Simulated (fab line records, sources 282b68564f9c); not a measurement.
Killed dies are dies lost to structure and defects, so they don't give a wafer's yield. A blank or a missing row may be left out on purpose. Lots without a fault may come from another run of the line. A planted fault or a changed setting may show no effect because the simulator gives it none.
fab line records | flow rit_cmos
record lots=6 wafers=18 last_day=7
route steps=202 shown ACTIVE@1
lots that met no fault: from a run of the same line without faults
start_h: hours from the record's first day to the start of the lot's first wafer shown | wait_h: hours since the lot's step before | " the same as in the row above | L1.1+2: a row that stands for several wafers | - no value, or no start given | * or withheld: withheld | < > ~ a bound
route shown NAME@n: a module of which the file shows steps, and the number in the route of the first | usual: mean/standard deviation of fault-free wafers | same: alike in all rows | chamber/n: place in a boat | sites: the reading at each site | _std_site: their standard deviation | _edge_site: outer sites' mean less inner sites' | radius_mm: how far each site lies from the wafer's centre | mask NAME#n: copy n | behind: the tool/chamber that last shaped the wafer | hold: why the lot was held/for how many hours/how that ended | device: the transistor (n, p or np) that didn't switch | end of line: the same wafers' tests at the end of the route | a step without rows: its recipe alone | killed: dies lost to structure and defects at the first sort, not the wafer's yield | map: a wafer's dies, x killed, . not, _ none there
set.NAME: the setting as run; set.NAME@STEP: as run at that earlier step | model.NAME: the simulator's own value behind a step, which no gauge read
lots at some steps of the route; a table a step, a row a wafer
services: from which hour (start_h, from the record's first day; less than 0 if before it) a tool's chamber was out of use, for how many hours, and why
## steps
# step RIT_ACTIVE_BOW_MEAS_00
# recipe mode=bow
# usual INCOMING_BOW=0/6.1
# columns lot.wafer tool chamber start_h wait_h INCOMING_BOW[um]
L760.1 film_metro-04 - 15.00 - 2
L760.3 " - " " -13
L760.5 " - " " 6
L770.1 film_metro-02 - 65.00 - -9
L770.3 " - " " 3
L770.6 " - " " 0
L771.2 film_metro-03 - 70.02 - 13
L771.3 " - " " 0
L771.6 " - " " -6
L774.2 film_metro-04 - 85.02 - 0
L774.3 " - " " 10
L774.4 " - " " -5
L779.3 film_metro-02 - 110.04 - 1
L779.4 " - " " -3
L779.6 " - " " -10
L781.3 film_metro-04 - 120.04 - 9
L781.5 " - " " 8
L781.6 " - " " -1
# step RIT_ACTIVE_OXIDATION_01
# recipe temp_c=994.5 ambient=O2 target_thk_a=468 ox_time_s=3360
# step RIT_ACTIVE_THK_MEAS_02
# recipe reads=SiO2_of_ACTIVE_OXIDATION_01
# usual ACTIVE_OXIDE_THK=43.9/0.92
# columns lot.wafer tool chamber start_h wait_h ACTIVE_OXIDE_THK[nm]
L760.1 film_metro-04 - 17.33 0.0 45.8
L760.3 " - " " 45.8
L760.5 " - " " 46.7
L770.1 film_metro-03 - 68.60 0.0 42.7
L770.3 " - " " 42.1
L770.6 " - " " 42.8
L771.2 film_metro-03 - 72.06 0.0 43.7
L771.3 " - " " 43.7
L771.6 " - " " 43.6
L774.2 film_metro-03 - 90.74 0.0 44.6
L774.3 " - " " 44.5
L774.4 " - " " 44.3
L779.3 film_metro-02 - 112.09 0.0 42.7
L779.4 " - " " 43.1
L779.6 " - " " 42.8
L781.3 film_metro-03 - 123.03 0.0 44.8
L781.5 " - " " 44.9
L781.6 " - " " 43.5
# step RIT_ACTIVE_CVD_03
# recipe material=Si3N4 target_thk_nm=150 temp_c=810 precursor=SiH2Cl2/NH3 time_s=1500 pressure_mtorr=300 sih2cl2_flow_sccm=60 nh3_flow_sccm=150
# step RIT_ACTIVE_THK_MEAS_04
# recipe reads=Si3N4_of_ACTIVE_CVD_03
# usual ACTIVE_NITRIDE_THK=150.4/1.4
# columns lot.wafer tool chamber start_h wait_h ACTIVE_NITRIDE_THK[nm]
L760.1 film_metro-03 - 19.63 0.0 153.9
L760.3 " - " " 151.8
L760.5 " - " " 152.2
L770.1 film_metro-04 - 70.08 0.0 150.3
L770.3 " - " " 151.4
L770.6 " - " " 152.1
L771.2 film_metro-02 - 73.54 0.0 150.1
L771.3 " - " " 149.7
L771.6 " - " " 150.3
L774.2 film_metro-02 - 92.21 0.0 148.0
L774.3 " - " " 149.0
L774.4 " - " " 148.6
L779.3 film_metro-03 - 114.29 0.0 150.6
L779.4 " - " " 149.9
L779.6 " - " " 151.0
L781.3 film_metro-02 - 124.51 0.0 152.5
L781.5 " - " " 151.2
L781.6 " - " " 150.8
# step RIT_ACTIVE_HMDS_05
# recipe prime_time_s=60 prime_temp_c=140
# step RIT_ACTIVE_COAT_06
# recipe resist=NOVOLAK spin_rpm=3250 resist_thk_nm=1000
# step RIT_ACTIVE_SOFTBAKE_07
# recipe resist=NOVOLAK temp_c=90 time_s=60
# step RIT_ACTIVE_EXPOSE_08
# recipe mask_id=M1 na=0.6 source_shape=conventional sigma_outer=0.6 target_cd_nm=1400 dose_mj=225
# usual exposure_dose_mJ_cm2=224.94/0.19 focus_offset_nm=0.0/0.55
# columns lot.wafer tool chamber start_h wait_h mask exposure_dose_mJ_cm2 focus_offset_nm
L760.1 iline_stepper-01 0 20.26 0.2 M1#0 224.92 -1.5
L760.3 " 0 " " M1#0 224.87 0.4
L760.5 " 0 " " M1#0 224.68 -0.4
L770.1 iline_stepper-01 - 70.71 0.2 M1#0 - -
L770.3 " - " " M1#0 - -
L770.6 " - " " M1#0 - -
L771.2 iline_stepper-02 - 74.24 0.2 M1#0 - -
L771.3 " - " " M1#0 - -
L771.6 " - " " M1#0 - -
L774.2 iline_stepper-02 0 92.73 0.1 M1#0 224.92 -0.1
L774.3 " 0 " " M1#0 224.76 -0.6
L774.4 " 0 " " M1#0 224.79 -0.2
L779.3 iline_stepper-01 0 114.82 0.1 M1#0 224.96 -0.4
L779.4 " 0 " " M1#0 225.03 0.4
L779.6 " 0 " " M1#0 224.90 1.1
L781.3 iline_stepper-02 0 125.14 0.2 M1#0 225.03 0.6
L781.5 " 0 " " M1#0 224.83 0.5
L781.6 " 0 " " M1#0 224.90 -0.1
# step RIT_ACTIVE_PEB_09
# recipe resist=NOVOLAK temp_c=withheld time_s=withheld
## services
# columns tool chamber start_h hours kind
iline_stepper-01 0 8.40 - calibration
iline_stepper-02 - 70.56 2.1 repair
iline_stepper-01 - 84.15 8.8 repair
iline_stepper-01 - 84.47 8.8 repair
iline_stepper-01 - 117.68 2.5 repair
## key
first_sign step=RIT_ACTIVE_EXPOSE_08 reading=tool_record direction=missing
effect none on later readings
met_at RIT_ACTIVE_EXPOSE_08
struck_wafers L770.1,L770.3,L770.6,L771.2,L771.3,L771.6
later_rows_left_out L770.1,L770.3,L770.6,L771.2,L771.3,L771.6
sort_left_out L770.1,L770.3,L770.6,L771.2,L771.3,L771.6
tester_left_out L770,L771
onset_between 20.26 70.71
fault kind=skipped_step_whole tool=iline_stepper-01,iline_stepper-02 chamber=- onset_h=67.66 steps=RIT_ACTIVE_EXPOSE_08 scope=struck_lots_only
# tester_left_out: of these lots the tester's yield and bins aren't shown, on N5 and GAA mostly nor the transistor test; their killed dies are dies lost to structure and defects alone, not to doping, threshold or leakage, so they don't give the yield
# sort_left_out: the simulated sort isn't trusted on such a fault, so these wafers' sort isn't shown, and their yield isn't known
# later_rows_left_out: the simulator's readings of these wafers behind a module that went badly wrong aren't trusted and aren't shown, but for the sort
